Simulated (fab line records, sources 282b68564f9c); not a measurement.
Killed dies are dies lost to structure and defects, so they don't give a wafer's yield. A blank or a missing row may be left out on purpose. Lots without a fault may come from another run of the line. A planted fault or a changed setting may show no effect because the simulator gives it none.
fab line records | flow rit_cmos | part 1 of 2: steps 1 to 38 of 44
record lots=7 wafers=21 last_day=8
route steps=202 shown ACTIVE@11 FOX1@20 FOX2@23 NWELL@28 PWELL@39 WELLDRIVE@50 M1@202
lots that met no fault: from a run of the same line without faults
start_h: hours from the record's first day to the start of the lot's first wafer shown | wait_h: hours since the lot's step before | " the same as in the row above | L1.1+2: a row that stands for several wafers | - no value, or no start given | * or withheld: withheld | < > ~ a bound
route shown NAME@n: a module of which the file shows steps, and the number in the route of the first | usual: mean/standard deviation of fault-free wafers | same: alike in all rows | chamber/n: place in a boat | sites: the reading at each site | _std_site: their standard deviation | _edge_site: outer sites' mean less inner sites' | radius_mm: how far each site lies from the wafer's centre | mask NAME#n: copy n | behind: the tool/chamber that last shaped the wafer | hold: why the lot was held/for how many hours/how that ended | device: the transistor (n, p or np) that didn't switch | end of line: the same wafers' tests at the end of the route | a step without rows: its recipe alone | killed: dies lost to structure and defects at the first sort, not the wafer's yield | map: a wafer's dies, x killed, . not, _ none there
set.NAME: the setting as run; set.NAME@STEP: as run at that earlier step | model.NAME: the simulator's own value behind a step, which no gauge read
lots at some steps of the route; a table a step, a row a wafer
services: from which hour (start_h, from the record's first day; less than 0 if before it) a tool's chamber was out of use, for how many hours, and why
## steps
# step RIT_ACTIVE_DEVELOP_10
# recipe resist=NOVOLAK develop_time_s=50 dev_temp_c=23
# step RIT_ACTIVE_CD_MEAS_11
# recipe target_cd_nm=1400
# usual cd_nm=1399.4/2.3
# columns lot.wafer tool chamber start_h wait_h cd_nm
L857.2 cd_sem-02 - 20.34 - 1397.9
L857.4 " - " " 1396.7
L857.6 " - " " 1397.4
L860.1 cd_sem-01 - 35.42 - 1401.1
L860.3 " - " " 1402.7
L860.4 " - " " 1402.5
L865.1 cd_sem-02 - 61.02 - 1399.3
L865.4 " - " " 1399.3
L865.6 " - " " 1398.9
L868.3 cd_sem-01 - 76.42 - 1400.8
L868.5 " - " " 1400.9
L868.6 " - " " 1400.0
L869.2 cd_sem-01 - 80.25 - 1398.4
L869.4 " - " " 1398.5
L869.6 " - " " 1396.9
L871.1 cd_sem-02 - 89.91 - 1398.8
L871.3 " - " " 1396.5
L871.6 " - " " 1395.9
L879.1 cd_sem-02 - 135.49 - 1399.1
L879.2 " - " " 1397.5
L879.6 " - " " 1396.0
# step RIT_ACTIVE_HARDBAKE_12
# recipe resist=NOVOLAK temp_c=140 time_s=60
# step RIT_ACTIVE_ETCH_13
# recipe stop_on=SiO2 chemistry=SF6 target=Si3N4 time_s=210 over_etch_frac=0.4 SF6_flow_sccm=200 pressure_mtorr=260 rf_w=125 target_depth_a=2100
# usual chamber_pressure_mTorr=260.01/0.26 drypump_motor_current_A=5.8/0.48 oes_product_au=0.825/0.011 throttle_valve_pct=7.53/0.084
# same time_s=210
# columns lot.wafer tool chamber start_h wait_h chamber_pressure_mTorr drypump_motor_current_A oes_product_au rf_hours_counter_h throttle_valve_pct
L857.2 rie_diel-04 2 20.61 0.1 259.74 6.7 0.831 18 7.60
L857.4 " 3 " " 260.45 5.6 0.808 56 7.64
L857.6 " 2 " " 259.79 6.7 0.825 - 7.60
L860.1 rie_diel-04 0 35.69 0.1 260.35 5.7 0.824 36 7.30
L860.3 " 3 " " 260.28 5.6 0.810 57 7.64
L860.4 " 2 " " 260.27 6.7 0.821 18 7.59
L865.1 rie_diel-03 1 61.29 0.1 259.77 5.6 0.826 134 7.62
L865.4 " 0 " " 260.28 5.5 0.821 - 7.60
L865.6 " 2 " " 260.26 5.9 0.822 - 7.61
L868.3 rie_diel-04 0 76.65 0.1 259.96 5.7 0.814 36 7.32
L868.5 " 1 " " 260.46 5.3 0.816 - 7.48
L868.6 " 2 " " 259.99 6.7 0.819 - 7.59
L869.2 rie_diel-04 3 80.50 0.1 259.70 5.6 0.801 58 7.63
L869.4 " 1 " " 259.69 5.3 0.811 114 7.48
L869.6 " 1 " " 259.96 5.3 0.816 - 7.49
L871.1 rie_diel-01 2 90.18 0.1 260.30 5.0 0.816 5 7.47
L871.3 " 0 " " 259.92 6.3 0.829 2 7.53
L871.6 " 2 " " 260.11 5.0 0.810 - 7.47
L879.1 rie_diel-01 2 135.76 0.1 260.00 5.1 0.840 6 7.49
L879.2 " 1 " " 259.83 6.4 0.844 93 7.41
L879.6 " 1 " " 260.22 6.4 0.848 - 7.40
# step RIT_ACTIVE_STRIP_14
# recipe chemistry=O2 time_s=180 resist=NOVOLAK platen_temp_c=withheld power_w=500 pressure_mtorr=4000 o2_flow_sccm=4000
# usual chamber_pressure_mTorr=4000/4 drypump_motor_current_A=5.8/0.41 o2_flow_sccm=4001/12
# same time_s=180
# columns lot.wafer tool chamber start_h wait_h chamber_pressure_mTorr drypump_motor_current_A o2_flow_sccm rf_hours_counter_h
L857.2 plasma_asher-02 1 20.75 0.1 4005 5.5 4019 38
L857.4 " 1 " " 3994 5.5 3997 -
L857.6 " 1 " " 4008 5.5 4004 -
L860.1 plasma_asher-02 1 35.82 0.1 4000 5.5 4005 40
L860.3 " 1 " " 3996 5.5 4003 -
L860.4 " 0 " " 3999 6.6 4009 -
L865.1 plasma_asher-02 1 61.43 0.1 4004 5.5 4005 43
L865.4 " 0 " " 3995 6.6 3993 -
L865.6 " 1 " " 4003 5.4 4001 -
L868.3 plasma_asher-01 0 76.84 0.1 3997 5.4 4013 -
L868.5 " 0 " " 4003 5.4 3997 -
L868.6 " 1 " " 4005 6.0 3995 -
L869.2 plasma_asher-04 1 80.63 0.1 4000 6.1 3998 43
L869.4 " 0 " " 3994 5.4 3987 -
L869.6 " 0 " " 4008 5.4 3993 -
L871.1 plasma_asher-04 0 90.32 0.1 3997 5.4 3986 44
L871.3 " 0 " " 3993 5.4 4008 -
L871.6 " 1 " " 4001 6.1 3984 -
L879.1 plasma_asher-01 1 135.89 0.1 3995 6.0 4013 2
L879.2 " 0 " " 4010 5.4 4027 2
L879.6 " 1 " " 4004 6.0 4018 -
# step RIT_ACTIVE_CD_MEAS_90
# recipe target_cd_nm=1400
# usual cd_nm=1399.4/2.3
# columns lot.wafer tool chamber start_h wait_h cd_nm
L857.2 cd_sem-01 - 20.94 0.1 1397.9
L857.4 " - " " 1397.0
L857.6 " - " " 1397.1
L860.1 cd_sem-02 - 36.00 0.1 1401.1
L860.3 " - " " 1402.3
L860.4 " - " " 1402.8
L865.1 cd_sem-01 - 61.60 0.1 1399.5
L865.4 " - " " 1398.7
L865.6 " - " " 1399.1
L868.3 cd_sem-01 - 77.00 0.1 1400.7
L868.5 " - " " 1401.2
L868.6 " - " " 1399.6
L869.2 cd_sem-01 - 80.83 0.1 1398.4
L869.4 " - " " 1399.1
L869.6 " - " " 1397.1
L871.1 cd_sem-01 - 90.49 0.1 1398.9
L871.3 " - " " 1396.3
L871.6 " - " " 1396.2
L879.1 cd_sem-02 - 136.07 0.1 1398.7
L879.2 " - " " 1397.5
L879.6 " - " " 1396.1
# step RIT_ACTIVE_CLEAN_15
# recipe chemistry=SC1 mix=3:3:50 time_s=600 temp_c=75
# step RIT_ACTIVE_CLEAN_16
# recipe chemistry=dHF dilution=50:1 time_s=30
# step RIT_ACTIVE_CLEAN_17
# recipe chemistry=SC2 mix=3:3:50 time_s=600 temp_c=75 dry=n2_spin
# step RIT_FOX1_OXIDATION_00
# recipe temp_c=1100 ambient=H2O target_thk_a=3507 p_h2o_torr=720 ox_time_s=1130
# step RIT_FOX1_THK_MEAS_01
# recipe reads=SiO2_of_FOX1_OXIDATION_00
# usual FOX1_OXIDE_THK=351/6
# columns lot.wafer tool chamber start_h wait_h FOX1_OXIDE_THK[nm]
L857.2 film_metro-04 - 22.74 0.0 343
L857.4 " - " " 351
L857.6 " - " " 351
L860.1 film_metro-01 - 37.87 0.0 352
L860.3 " - " " 349
L860.4 " - " " 356
L865.1 film_metro-04 - 65.30 0.0 359
L865.4 " - " " 361
L865.6 " - " " 360
L868.3 film_metro-01 - 78.98 0.0 357
L868.5 " - " " 359
L868.6 " - " " 355
L869.2 film_metro-03 - 82.96 0.0 356
L869.4 " - " " 355
L869.6 " - " " 349
L871.1 film_metro-04 - 96.84 0.0 353
L871.3 " - " " 355
L871.6 " - " " 357
L879.1 film_metro-01 - 141.30 0.0 348
L879.2 " - " " 344
L879.6 " - " " 344
# step RIT_FOX1_WET_ETCH_02
# recipe chemistry=BOE target_depth_nm=350 time_s=390 temp_c=21.5 dry=n2_spin dilution=10:1 target=SiO2
# step RIT_FOX2_OXIDATION_00
# recipe temp_c=1100 ambient=H2O target_thk_a=3507 p_h2o_torr=720 ox_time_s=1130
# usual ox_temp_c=1100.0/0.42 spike_tc_source_C=1124/4.1 zone_power_source_pct=46/4.3
# columns lot.wafer tool chamber start_h wait_h ox_temp_c spike_tc_source_C zone_power_source_pct
L857.2 furnace-01 0 22.90 0.0 1100.2 1120 42
L857.4 " 0 " " 1099.9 1121 41
L857.6 " 0 " " 1100.7 1120 42
L857.2 furnace-01 0 24.59 0.4 1100.1 1122 42
L857.4 " 0 " " 1100.1 1119 42
L857.6 " 0 " " 1099.8 1121 41
L860.1 furnace-03 0 38.04 0.0 1099.9 1125 50
L860.3 " 0 " " 1099.8 1124 52
L860.4 " 0 " " 1100.0 1125 51
L860.1 furnace-03 0 39.61 0.2 1100.3 1124 52
L860.3 " 0 " " 1100.3 1125 52
L860.4 " 0 " " 1100.6 1124 51
L865.1 furnace-01 0 65.85 0.4 1100.6 1122 41
L865.4 " 0 " " 1100.7 1121 42
L865.6 " 0 " " 1101.1 1120 42
L868.3 furnace-01 0 79.63 0.5 1099.8 1120 42
L868.5 " 0 " " 1099.9 1122 42
L868.6 " 0 " " 1100.0 1121 42
L868.3 furnace-03 0 81.63 0.7 1100.0 1126 51
L868.5 " 0 " " 1099.7 1126 51
L868.6 " 0 " " 1099.9 1123 51
L869.2 furnace-04 0 84.03 0.9 1099.9 1131 46
L869.4 " 0 " " 1099.8 1132 46
L869.6 " 0 " " 1099.8 1132 47
L871.1 furnace-04 0 97.69 0.7 1098.8 1131 46
L871.3 " 0 " " 1099.7 1132 47
L871.6 " 0 " " 1099.8 1131 46
L879.1 furnace-01 0 144.50 3.0 1100.1 1121 41
L879.2 " 0 " " 1099.3 1122 42
L879.6 " 0 " " 1099.6 1122 42
# step RIT_FOX2_THK_MEAS_01
# recipe reads=SiO2_of_FOX2_OXIDATION_00
# usual FOX2_OXIDE_THK=351/5
# columns lot.wafer tool chamber start_h wait_h FOX2_OXIDE_THK[nm]
L857.2 film_metro-02 - 25.92 0.0 527
L857.4 " - " " 535
L857.6 " - " " 531
L860.1 film_metro-01 - 40.92 0.0 534
L860.3 " - " " 536
L860.4 " - " " 544
L865.1 film_metro-01 - 67.16 0.0 358
L865.4 " - " " 360
L865.6 " - " " 361
L868.3 film_metro-01 - 82.96 0.0 518
L868.5 " - " " 521
L868.6 " - " " 520
L869.2 film_metro-02 - 85.35 0.0 347
L869.4 " - " " 343
L869.6 " - " " 358
L871.1 film_metro-04 - 99.01 0.0 348
L871.3 " - " " 354
L871.6 " - " " 350
L879.1 film_metro-04 - 145.81 0.0 341
L879.2 " - " " 348
L879.6 " - " " 346
# step RIT_FOX2_CLEAN_02
# recipe chemistry=dHF dilution=50:1 time_s=180
# same time_s=180
# columns lot.wafer tool chamber start_h wait_h model.SiO2_of_FOX2_OXIDATION_00.thk_nm model.Si3N4_of_ACTIVE_CVD_03.thk_nm
L857.2 wet_bench-04 1 25.97 0.0 510.5 129.8
L857.4 " 1 " " 518.5 128.9
L857.6 " 1 " " 514.8 128.8
L860.1 wet_bench-04 2 40.98 0.1 517.9 127.7
L860.3 " 2 " " 519.7 127.7
L860.4 " 2 " " 527.9 127
L865.1 wet_bench-02 1 67.22 0.1 341.5 132.2
L865.4 " 1 " " 343.3 131.7
L865.6 " 1 " " 344.6 131.7
L868.3 wet_bench-01 1 83.00 0.0 501.6 126.6
L868.5 " 1 " " 504.7 126.2
L868.6 " 1 " " 503.6 126.3
L869.2 wet_bench-02 1 85.40 0.0 330.3 130.2
L869.4 " 1 " " 326.3 130.3
L869.6 " 1 " " 341 131.4
L871.1 wet_bench-01 3 99.07 0.1 330.8 129.7
L871.3 " 3 " " 337.8 131
L871.6 " 3 " " 333.4 128.6
L879.1 wet_bench-04 3 145.87 0.1 324.5 132.5
L879.2 " 3 " " 331 132.3
L879.6 " 3 " " 329.5 132.7
# step RIT_FOX2_WET_ETCH_03
# recipe chemistry=H3PO4 target=Si3N4 target_depth_nm=195 temp_c=165 time_s=2700
# same time_s=2700
# columns lot.wafer tool chamber start_h wait_h model.SiO2_of_FOX2_OXIDATION_00.thk_nm
L857.2 wet_bench-01 3 26.08 0.0 500
L857.4 " 3 " " 508
L857.6 " 3 " " 504.3
L860.1 wet_bench-01 3 41.04 0.0 507.4
L860.3 " 3 " " 509.2
L860.4 " 3 " " 517.4
L865.1 wet_bench-04 3 67.28 0.0 331
L865.4 " 3 " " 332.7
L865.6 " 3 " " 334
L868.3 wet_bench-02 0 83.13 0.1 491
L868.5 " 0 " " 494.2
L868.6 " 0 " " 493
L869.2 wet_bench-01 1 85.46 0.0 319.5
L869.4 " 1 " " 315.5
L869.6 " 1 " " 330.1
L871.1 wet_bench-04 3 99.12 0.0 320.1
L871.3 " 3 " " 327.1
L871.6 " 3 " " 322.7
L879.1 wet_bench-02 3 145.93 0.0 314.2
L879.2 " 3 " " 320.7
L879.6 " 3 " " 319.2
# step RIT_FOX2_THK_MEAS_90
# recipe reads=SiO2_of_FOX2_OXIDATION_00
# usual FIELD_OXIDE_LEFT_1_THK=324/5
# columns lot.wafer tool chamber start_h wait_h FIELD_OXIDE_LEFT_1_THK[nm]
L857.2 film_metro-01 - 26.85 0.0 500
L857.4 " - " " 508
L857.6 " - " " 504
L860.1 film_metro-01 - 41.80 0.0 507
L860.3 " - " " 509
L860.4 " - " " 517
L865.1 film_metro-01 - 68.04 0.0 331
L865.4 " - " " 333
L865.6 " - " " 334
L868.3 film_metro-02 - 83.91 0.0 491
L868.5 " - " " 495
L868.6 " - " " 493
L869.2 film_metro-01 - 86.30 0.0 319
L869.4 " - " " 315
L869.6 " - " " 330
L871.1 film_metro-02 - 99.88 0.0 320
L871.3 " - " " 327
L871.6 " - " " 323
L879.1 film_metro-01 - 146.69 0.0 315
L879.2 " - " " 321
L879.6 " - " " 319
# step RIT_NWELL_HMDS_00
# recipe prime_time_s=60 prime_temp_c=140
# step RIT_NWELL_COAT_01
# recipe resist=NOVOLAK spin_rpm=2000 resist_thk_nm=1300
# step RIT_NWELL_SOFTBAKE_02
# recipe resist=NOVOLAK temp_c=90 time_s=60
# step RIT_NWELL_EXPOSE_03
# recipe mask_id=M2 na=0.57 target_cd_nm=43900 dose_mj=250
# step RIT_NWELL_PEB_04
# recipe resist=NOVOLAK temp_c=withheld time_s=withheld
# step RIT_NWELL_DEVELOP_05
# recipe resist=NOVOLAK develop_time_s=68 dev_temp_c=23
# step RIT_NWELL_OVL_MEAS_06
# usual NWELL_OVL=0.7/1.6
# columns lot.wafer tool chamber start_h wait_h NWELL_OVL[nm]
L857.2 overlay-01 - 27.89 - 1.0
L857.4 " - " " -0.3
L857.6 " - " " 0.9
L860.1 overlay-02 - 42.84 - 1.4
L860.3 " - " " 1.1
L860.4 " - " " 0.6
L865.1 overlay-02 - 69.25 - 1.7
L865.4 " - " " -0.9
L865.6 " - " " 2.8
L868.3 overlay-01 - 85.04 - 2.8
L868.5 " - " " 3.3
L868.6 " - " " 3.1
L869.2 overlay-02 - 87.36 - -1.0
L869.4 " - " " 1.4
L869.6 " - " " -1.7
L871.1 overlay-02 - 101.10 - 2.1
L871.3 " - " " 2.1
L871.6 " - " " 0.8
L879.1 overlay-01 - 148.31 - 2.1
L879.2 " - " " -0.3
L879.6 " - " " -0.5
# step RIT_NWELL_HARDBAKE_07
# recipe resist=NOVOLAK temp_c=140 time_s=120
# step RIT_NWELL_IMPLANT_08
# recipe species=P energy_kev=170 dose_cm2=5e+13 tilt_deg=7
# step RIT_NWELL_STRIP_09
# recipe chemistry=O2 time_s=180 resist=NOVOLAK platen_temp_c=withheld power_w=500 pressure_mtorr=4000 o2_flow_sccm=4000
# usual chamber_pressure_mTorr=4001/3.5 drypump_motor_current_A=5.7/0.46 o2_flow_sccm=4000/13
# same time_s=180
# columns lot.wafer tool chamber start_h wait_h chamber_pressure_mTorr drypump_motor_current_A o2_flow_sccm rf_hours_counter_h
L857.2 plasma_asher-04 0 28.73 0.4 3999 5.4 3974 38
L857.4 " 0 " " 3995 5.4 4018 -
L857.6 " 1 " " 3998 6.1 3995 -
L860.1 plasma_asher-01 1 43.38 0.1 3997 5.9 4010 40
L860.3 " 0 " " 3996 5.4 4008 -
L860.4 " 1 " " 3998 5.9 4009 -
L865.1 plasma_asher-03 1 69.69 0.1 4001 5.0 4026 28
L865.4 " 1 " " 4005 5.0 4011 -
L865.6 " 0 " " 4000 6.3 3989 -
L868.3 plasma_asher-04 1 85.81 0.1 4002 6.1 3984 -
L868.5 " 1 " " 3995 6.1 3996 -
L868.6 " 0 " " 3998 5.4 3985 -
L869.2 plasma_asher-04 0 87.80 0.1 4002 5.4 4001 43
L869.4 " 1 " " 3997 6.1 3995 -
L869.6 " 1 " " 4001 6.1 4011 -
L871.1 plasma_asher-03 1 101.54 0.1 3999 5.0 3975 31
L871.3 " 0 " " 4003 6.3 4008 -
L871.6 " 1 " " 4002 5.0 3960 -
L879.1 plasma_asher-01 1 148.74 0.1 4000 5.9 4011 3
L879.2 " 0 " " 3998 5.4 3987 3
L879.6 " 0 " " 3996 5.4 3986 -
# step RIT_NWELL_TW_MEAS_10
# usual NWELL_TW=2136/34
# columns lot.wafer tool chamber start_h wait_h NWELL_TW
L857.2 film_metro-03 - 28.91 0.1 2162
L857.4 " - " " 2170
L857.6 " - " " 2158
L860.1 film_metro-02 - 43.55 0.1 2146
L860.3 " - " " 2158
L860.4 " - " " 2148
L865.1 film_metro-02 - 69.86 0.1 2167
L865.4 " - " " 2183
L865.6 " - " " 2161
L868.3 film_metro-04 - 85.95 0.1 2101
L868.5 " - " " 2096
L868.6 " - " " 2085
L869.2 film_metro-02 - 87.99 0.1 2156
L869.4 " - " " 2151
L869.6 " - " " 2156
L871.1 film_metro-03 - 101.71 0.1 2158
L871.3 " - " " 2176
L871.6 " - " " 2155
L879.1 film_metro-03 - 148.92 0.1 2166
L879.2 " - " " 2163
L879.6 " - " " 2168
# step RIT_PWELL_HMDS_00
# recipe prime_time_s=60 prime_temp_c=140
# step RIT_PWELL_COAT_01
# recipe resist=NOVOLAK spin_rpm=2000 resist_thk_nm=1300
# step RIT_PWELL_SOFTBAKE_02
# recipe resist=NOVOLAK temp_c=90 time_s=60
# step RIT_PWELL_EXPOSE_03
# recipe mask_id=M3 na=0.57 target_cd_nm=43700 dose_mj=250
# step RIT_PWELL_PEB_04
# recipe resist=NOVOLAK temp_c=withheld time_s=withheld
# step RIT_PWELL_DEVELOP_05
# recipe resist=NOVOLAK develop_time_s=68 dev_temp_c=23
# step RIT_PWELL_OVL_MEAS_06
# usual PWELL_OVL=0.1/1.2
# columns lot.wafer tool chamber start_h wait_h PWELL_OVL[nm]
L857.2 overlay-01 - 30.13 - 0.7
L857.4 " - " " 2.4
L857.6 " - " " 2.2
L860.1 overlay-02 - 44.82 - -0.3
L860.3 " - " " 1.9
L860.4 " - " " -2.0
L865.1 overlay-02 - 71.03 - -0.6
L865.4 " - " " -0.9
L865.6 " - " " -2.1
L868.3 overlay-02 - 86.97 - 2.4
L868.5 " - " " 1.8
L868.6 " - " " 1.3
L869.2 overlay-02 - 88.92 - -1.4
L869.4 " - " " -0.7
L869.6 " - " " -0.3
L871.1 overlay-02 - 102.65 - -0.9
L871.3 " - " " 0.3
L871.6 " - " " 0.7
L879.1 overlay-01 - 150.24 - -1.4
L879.2 " - " " -2.4
L879.6 " - " " -2.3
# step RIT_PWELL_HARDBAKE_07
# recipe resist=NOVOLAK temp_c=140 time_s=120
# step RIT_PWELL_IMPLANT_08
# recipe species=B energy_kev=170 dose_cm2=7e+13 tilt_deg=7
# step RIT_PWELL_STRIP_09
# recipe chemistry=O2 time_s=180 resist=NOVOLAK platen_temp_c=withheld power_w=500 pressure_mtorr=4000 o2_flow_sccm=4000
# usual chamber_pressure_mTorr=4000/4.3 drypump_motor_current_A=5.9/0.55 o2_flow_sccm=4000/12
# same time_s=180
# columns lot.wafer tool chamber start_h wait_h chamber_pressure_mTorr drypump_motor_current_A o2_flow_sccm rf_hours_counter_h
L857.2 plasma_asher-04 1 30.70 0.1 3995 6.1 4003 38
L857.4 " 0 " " 3999 5.4 3991 -
L857.6 " 1 " " 4001 6.1 3991 -
L860.1 plasma_asher-03 0 45.26 0.1 4005 6.3 4010 25
L860.3 " 0 " " 3996 6.3 4021 -
L860.4 " 1 " " 4008 5.0 4006 -
L865.1 plasma_asher-02 1 71.47 0.1 3998 5.5 4010 44
L865.4 " 0 " " 4003 6.6 4011 -
L865.6 " 0 " " 3999 6.6 4007 -
L868.3 plasma_asher-02 0 87.56 0.1 3994 6.6 3990 -
L868.5 " 0 " " 3998 6.6 3997 -
L868.6 " 1 " " 4007 5.5 4010 -
L869.2 plasma_asher-02 0 89.35 0.1 3996 6.6 4013 46
L869.4 " 1 " " 4004 5.5 3997 -
L869.6 " 1 " " 4003 5.5 3999 -
L871.1 plasma_asher-03 1 103.09 0.1 4008 5.0 4011 31
L871.3 " 1 " " 4000 5.0 3989 -
L871.6 " 0 " " 4006 6.3 3991 -
L879.1 plasma_asher-04 1 150.68 0.1 3998 6.1 3984 50
L879.2 " 0 " " 4001 5.4 3988 50
L879.6 " 1 " " 3999 6.1 3995 -
## key
first_sign step=RIT_FOX2_OXIDATION_00 reading=visit direction=added
effect step=RIT_FOX2_THK_MEAS_01 reading=FOX2_OXIDE_THK direction=up sigmas=36 usual=351 struck=530
effect step=RIT_FOX2_THK_MEAS_90 reading=FIELD_OXIDE_LEFT_1_THK direction=up sigmas=36 usual=324 struck=503
effect step=RIT_FOX2_THK_MEAS_91 reading=FIELD_OXIDE_LEFT_2_THK direction=up sigmas=36 usual=256 struck=435
model_effect step=RIT_FOX2_CLEAN_02 value=SiO2_of_FOX2_OXIDATION_00.thk_nm without=335.2 struck=513.3
model_effect step=RIT_FOX2_WET_ETCH_03 value=SiO2_of_FOX2_OXIDATION_00.thk_nm without=324.7 struck=502.7
met_at RIT_FOX2_OXIDATION_00
struck_wafers L857.2,L857.4,L857.6,L860.1,L860.3,L860.4,L868.3,L868.5,L868.6
tester_left_out L857,L860,L868
fault kind=repeated_step_whole tool=furnace-01,furnace-03,furnace-04 chamber=- onset_h=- steps=RIT_FOX2_OXIDATION_00 times=1 scope=struck_lots_only
# tester_left_out: of these lots the tester's yield and bins aren't shown, on N5 and GAA mostly nor the transistor test; their killed dies are dies lost to structure and defects alone, not to doping, threshold or leakage, so they don't give the yield
